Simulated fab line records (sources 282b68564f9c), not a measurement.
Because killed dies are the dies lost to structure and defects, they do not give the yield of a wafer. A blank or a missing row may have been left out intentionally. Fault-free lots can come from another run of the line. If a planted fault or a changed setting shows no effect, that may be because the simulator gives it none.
Comparing a struck lot with a sound one / flow ritCmos / 20 steps out of a route of 202
Sound: the wafers L461.4, L461.5, L461.6. Wafers struck: L468.2, L468.4, L468.6. The cause is named last.
For every step that has rows: the tool of each side, followed by ch and its chambers, followed by its first start. Under that, the readings that differ: sound wafers / struck wafers / difference of the means / sigmas: that difference in standard deviations of wafers without a fault.
alike: a reading whose means differ by less than 2 such deviations, as well as words and numbers matching on both sides. not compared: withheld readings; readings where some wafer has no value; bounds like >300 that might hide an equal value; numbers whose values overlap and for which the record gives no deviation.
Wherever a step has rows on one side only, a row that says differs or no value, or a row with sigmas, the two part there. Numbers that don't overlap but have no deviation are shown without sigmas and don't part them. Lack of a reading on every wafer of one side parts them only where that side has two or more wafers.

RIT_ACTIVE_BOW_MEAS_00:
  sound: filmMetro-04 at day 1 15:04; struck: filmMetro-04 at day 3 02:01
  alike: INCOMING_BOW
then, 1 step without rows for these wafers: RIT_ACTIVE_OXIDATION_01 (target thk 46.8 nm, ox time 3360 s).
RIT_ACTIVE_THK_MEAS_02:
  sound: filmMetro-01 at day 1 18:16; struck: filmMetro-01 at day 3 04:16
  alike: ACTIVE_OXIDE_THK
RIT_ACTIVE_CVD_03: deposits Si3N4 from SiH2Cl2/NH3, target thk 150 nm, time 1500 s.
  sound on lpcvd-01 ch 1, day 1 19:47; struck on lpcvd-01 ch 0, day 3 05:54
  alike: susceptorTempC
RIT_ACTIVE_THK_MEAS_04:
  sound: filmMetro-03 at day 1 21:14; struck: filmMetro-04 at day 3 07:20
reading=ACTIVE_NITRIDE_THK (nm); sound=150.7 150.8 149.8; struck=298.0 299.0 299.0; difference=+148.2; sigmas=+87
then, 6 steps without rows for these wafers: RIT_ACTIVE_HMDS_05 (prime time 60 s); RIT_ACTIVE_COAT_06 (resist thk 1000 nm); RIT_ACTIVE_SOFTBAKE_07 (time 60 s); RIT_ACTIVE_EXPOSE_08 (exposes mask M1, target cd 1400 nm); RIT_ACTIVE_PEB_09; RIT_ACTIVE_DEVELOP_10 (develop time 50 s).
RIT_ACTIVE_CD_MEAS_11 targets a cd of 1400 nm.
  sound: cdSem-01 at day 1 22:18; struck: cdSem-01 at day 3 08:34
  alike: cdNm
then, 1 step without rows for these wafers: RIT_ACTIVE_HARDBAKE_12 (time 60 s).
RIT_ACTIVE_ETCH_13: etches Si3N4 in SF6, stops on SiO2, time 210 s, target depth 210 nm.
  sound on rieDiel-03 ch 0,3, day 1 22:31; struck on rieDiel-01 ch 0,2,3, day 3 08:50
reading=oesProductAu (a.u.); sound=0.826 0.808 0.821; struck=1.010 0.982 0.984; difference=+0.174; sigmas=+16
reading=model.etch.depthNm (nm); sound=150.7 150.6 149.8; struck=211.6 201.6 200.8; difference=+54.3; sigmas=
reading=model.ACTIVE.featureDepthNm (nm); sound=151.4 150.6 150.5; struck=211.6 201.6 200.8; difference=+53.8; sigmas=
  alike: drypumpMotorCurrentA, rfFwdPowerW, throttleValvePct
  not compared: rfHoursCounterH
RIT_ACTIVE_STRIP_14: strips in O2, time 180 s.
  sound on plasmaAsher-01 ch 0,1, day 1 22:42; struck on plasmaAsher-01 ch 0,1, day 3 08:58
  alike: drypumpMotorCurrentA
  not compared: rfHoursCounterH
RIT_ACTIVE_CD_MEAS_90 targets a cd of 1400 nm.
  sound: cdSem-02 at day 1 22:53; struck: cdSem-01 at day 3 09:14
  alike: cdNm
RIT_ACTIVE_CLEAN_15: cleans in SC1, time 600 s.
  sound on wetBench-04 ch 0, day 1 22:56; struck on wetBench-02 ch 3, day 3 09:20
reading=model.Si3N4_of_ACTIVE_CVD_03.thkNm (nm); sound=150.3 150.2 149.4; struck=297.4 298.7 298.5; difference=+148.2; sigmas=
RIT_ACTIVE_CLEAN_16: cleans in dHF, time 30 s.
  sound on wetBench-02 ch 0, day 1 23:07; struck on wetBench-04 ch 1, day 3 09:31
reading=model.Si3N4_of_ACTIVE_CVD_03.thkNm (nm); sound=149.9 149.8 149; struck=297 298.3 298.1; difference=+148; sigmas=
then, 1 step without rows for these wafers: RIT_ACTIVE_CLEAN_17 (cleans in SC2, time 600 s).
RIT_M1_PROBE_99:
  the record has rows for the struck wafers here (prober-02, day 5 07:38) and none for the sound ones

## WHERE THEY PART
At RIT_ACTIVE_THK_MEAS_04 first; at RIT_M1_PROBE_99 last (within this record only).

WHY: what had been put in by the simulator
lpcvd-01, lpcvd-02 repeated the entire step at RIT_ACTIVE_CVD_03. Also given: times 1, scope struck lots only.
